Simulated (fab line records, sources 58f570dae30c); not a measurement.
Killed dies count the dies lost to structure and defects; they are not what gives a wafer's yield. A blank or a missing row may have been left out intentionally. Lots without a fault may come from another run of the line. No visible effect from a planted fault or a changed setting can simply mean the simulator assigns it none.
Which tool did it?	flow berkeley cmos170	14 lots with 42 wafers sampled at 6 steps, on a route of 331 steps

## WHAT EACH GAUGE READ, for each wafer
UCB170_ACTIVE_THK_MEAS_06.
lot	measured	on	ACTIVE_NITRIDE_THK (nm)
L259	day 4 14:34	film metro-01	216.8 216.9 217.1
L257	day 4 14:38	film metro-03	219.1 220.3 219.1
L260	day 4 19:50	film metro-02	216.9 216.3 216.4
L261	day 5 04:58	film metro-01	222.2 222.0 217.6
L263	day 5 13:53	film metro-02	216.5 217.1 215.4
L265	day 5 13:57	film metro-01	216.4 217.8 216.2
L266	day 6 00:55	film metro-02	216.5 216.5 214.6
L267	day 6 16:04	film metro-01	218.5 218.3 216.5
L268	day 6 20:36	film metro-02	216.6 214.5 216.9
L271	day 6 22:31	film metro-01	217.5 217.0 217.1
L269	day 6 22:34	film metro-03	217.9 217.5 217.8
L273	day 7 19:43	film metro-01	221.0 221.4 221.2
L276	day 8 21:57	film metro-01	220.0 220.9 218.8
L279	day 8 21:58	film metro-02	217.2 216.9 216.8

UCB170_NLDD_TW_MEAS_11.
lot	measured	on	NLDD_TW
L259	day 7 01:13	film metro-02	2236 2229 2243
L257	day 7 02:23	film metro-03	2239 2249 2252
L260	day 7 01:18	film metro-03	2239 2239 2246
L261	day 7 15:36	film metro-01	2213 2214 2203
L263	day 7 22:08	film metro-03	2253 2224 2230
L265	day 7 22:40	film metro-02	2252 2240 2243
L266	day 8 06:30	film metro-02	2261 2254 2249
L267	day 8 22:36	film metro-01	2208 2201 2200
L268	day 9 09:17	film metro-02	2240 2263 2255
L271	day 9 09:39	film metro-02	2264 2250 2263
L269	day 9 09:00	film metro-03	2246 2246 2264
L273	day 9 23:40	film metro-01	2203 2201 2197
L276	day 10 18:02	film metro-03	2304 2297 2290
L279	day 10 19:19	film metro-02	2312 2315 2318

UCB170_SDANNEAL_RS_MEAS_05: the measuring method here is four-point-probe.
lot	measured	on	NLDD_RS (ohm/sq)
L259	day 7 08:59	film metro-03	617.8 618.6 618.3
L257	day 7 12:08	film metro-01	616.1 615.4 615.4
L260	day 7 09:13	film metro-01	614.9 614.7 614.0
L261	day 8 02:10	film metro-02	617.0 617.4 617.3
L263	day 8 10:04	film metro-03	618.6 617.3 620.1
L265	day 8 10:16	film metro-02	616.8 616.6 615.2
L266	day 9 01:38	film metro-03	616.7 614.9 617.3
L267	day 9 08:29	film metro-02	616.7 616.4 618.5
L268	day 9 20:16	film metro-02	616.1 615.2 615.6
L271	day 9 20:39	film metro-01	612.0 614.8 614.0
L269	day 9 20:55	film metro-02	615.4 615.9 614.7
L273	day 10 08:02	film metro-01	614.7 615.7 615.2
L276	day 11 07:55	film metro-01	572.8 571.7 572.2
L279	day 11 05:38	film metro-02	575.0 573.4 574.5

UCB170_M3_OVL_MEAS_16.
lot	measured	on	M3_OVL (nm)
L259	day 8 08:25	overlay-01	-2 1 -2
L257	day 9 02:19	overlay-01	-9 -1 0
L260	day 8 08:19	overlay-01	3 3 9
L261	day 9 12:01	overlay-02	-1 -14 -2
L263	day 9 13:17	overlay-01	7 10 -1
L265	day 9 13:40	overlay-02	2 -1 1
L266	day 10 05:18	overlay-02	12 3 10
L267	day 10 07:20	overlay-02	11 6 -2
L268	day 10 20:22	overlay-01	-5 -3 -2
L271	day 10 21:22	overlay-01	-4 -4 1
L269	day 10 23:26	overlay-02	14 13 17
L273	day 11 12:14	overlay-01	9 12 5
L276	day 12 08:01	overlay-01	6 10 8
L279	day 12 03:54	overlay-02	12 13 16

## WHAT TOOL EACH LOT RAN ON (gives the tool, then ch and the chambers of the sampled wafers, and finally the start)
lot	UCB170_NLDD_IMPLANT_09	UCB170_CONTACT_RTA_08
L259	implanter-02 ch 0, day 7 00:58	rtp anneal-01 ch 0, day 7 13:07
L257	implanter-03 ch 0, day 7 02:10	rtp anneal-01 ch 0, day 7 18:59
L260	implanter-03 ch 0, day 7 01:03	rtp anneal-02 ch 0, day 7 13:28
L261	implanter-02 ch 0, day 7 15:22	rtp anneal-01 ch 0, day 8 06:17
L263	implanter-02 ch 0, day 7 21:53	rtp anneal-01 ch 0, day 8 13:58
L265	implanter-02 ch 0, day 7 22:25	rtp anneal-02 ch 0, day 8 13:58
L266	implanter-03 ch 0, day 8 06:15	rtp anneal-01 ch 0, day 9 09:47
L267	implanter-02 ch 0, day 8 22:22	rtp anneal-02 ch 0, day 9 11:50
L268	implanter-01 ch 0, day 9 09:02	rtp anneal-02 ch 0, day 10 00:07
L271	implanter-03 ch 0, day 9 09:24	rtp anneal-02 ch 0, day 10 01:40
L269	implanter-03 ch 0, day 9 08:46	rtp anneal-01 ch 0, day 10 02:05
L273	implanter-03 ch 0, day 9 23:25	rtp anneal-01 ch 0, day 10 11:16
L276	implanter-02 ch 0, day 10 17:49	rtp anneal-02 ch 0, day 11 12:27
L279	implanter-02 ch 0, day 10 19:05	rtp anneal-01 ch 0, day 11 08:51
- UCB170_NLDD_IMPLANT_09
- UCB170_CONTACT_RTA_08: time 10 s.

## AS READ BY THE TOOLS THEMSELVES (means over the sampled wafers that have a number; for cases with no such wafer, the mark the record gives instead)
UCB170_NLDD_IMPLANT_09.
lot	tool	dose ions cm2	faraday current uA	tilt deg (degrees)
L259	implanter-02	5e+13	160	7.001
L257	implanter-03	5e+13	161	7.011
L260	implanter-03	5e+13	161	6.996
L261	implanter-02	5e+13	160	7.000
L263	implanter-02	5e+13	158	7.000
L265	implanter-02	5e+13	157	6.980
L266	implanter-03	5e+13	159	7.020
L267	implanter-02	5e+13	159	7.008
L268	implanter-01	5e+13	161	7.029
L271	implanter-03	5e+13	159	7.008
L269	implanter-03	5e+13	159	7.034
L273	implanter-03	5e+13	158	7.006
L276	implanter-02	6e+13	188	7.024
L279	implanter-02	6e+13	197	6.966

UCB170_CONTACT_RTA_08.
lot	tool	lamp power pct (%)	wafer_temp_C_max
L259	rtp anneal-01	26.1	906.1
L257	rtp anneal-01	26.0	904.6
L260	rtp anneal-02	25.1	904.3
L261	rtp anneal-01	26.1	904.8
L263	rtp anneal-01	26.0	905.6
L265	rtp anneal-02	25.1	903.6
L266	rtp anneal-01	26.1	905.7
L267	rtp anneal-02	25.1	903.3
L268	rtp anneal-02	25.1	903.4
L271	rtp anneal-02	25.1	902.9
L269	rtp anneal-01	26.0	905.5
L273	rtp anneal-01	26.1	904.3
L276	rtp anneal-02	25.1	903.2
L279	rtp anneal-01	26.1	904.6

## THE ANSWER, worked out from the rows above alone
Rule: the lots themselves supply what counts as usual. Put in order of their means at a reading, lots are off if they are a third of the lots or fewer, leave a main group of 4 or more, and stand apart from it by a gap of 3 or more times the standard deviation of the main group's means; of several such gaps the widest counts. If all means in a main group match to the digits the tables above print for the reading, that group is not used. Also off: a lot with no number at a reading for which 4 or more lots have one. The other lots that the step has rows for count as sound. The gauges are gone through in route order, then the tools' own readings, and for those a lot's mean is taken as printed above. The first step at which some lot is off is used, and at that step the reading that is off furthest; a lot without a number counts as furthest.
Off: L276, L279, seen at UCB170_SDANNEAL_RS_MEAS_05 (NLDD_RS). Main group: mean 616.1 ohm/sq, sd 1.4.
If a tool, at a process step before that reading, ran all the lots that are off and no sound lot after the first of them, it fits. The gauges at UCB170_SDANNEAL_RS_MEAS_05 aren't tried: what is off there is off at UCB170_NLDD_IMPLANT_09 too, on other tools, and a gauge's error can't cause that. One fits: implanter-02 at UCB170_NLDD_IMPLANT_09. Its last sound lot is L267 (day 8 22:22), its first lot that is off L276 (day 10 17:49): a fault that began between those two fits.
The tool's own readings at UCB170_NLDD_IMPLANT_09 bear it out: on the lots that are off they differ by more than 5 times the standard deviation of the sound lots' means. dose ions cm2 reads 6e+13 there against 5e+13 on the sound lots; faraday current uA reads 192 there against 159 on the sound lots.

## WHAT THE SIMULATOR HAD INSERTED
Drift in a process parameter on implanter-02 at UCB170_NLDD_IMPLANT_09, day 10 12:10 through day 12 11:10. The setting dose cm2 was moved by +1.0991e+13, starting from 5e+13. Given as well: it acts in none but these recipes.
Struck lots among those shown: L276, L279. The rule given above showed the same thing.
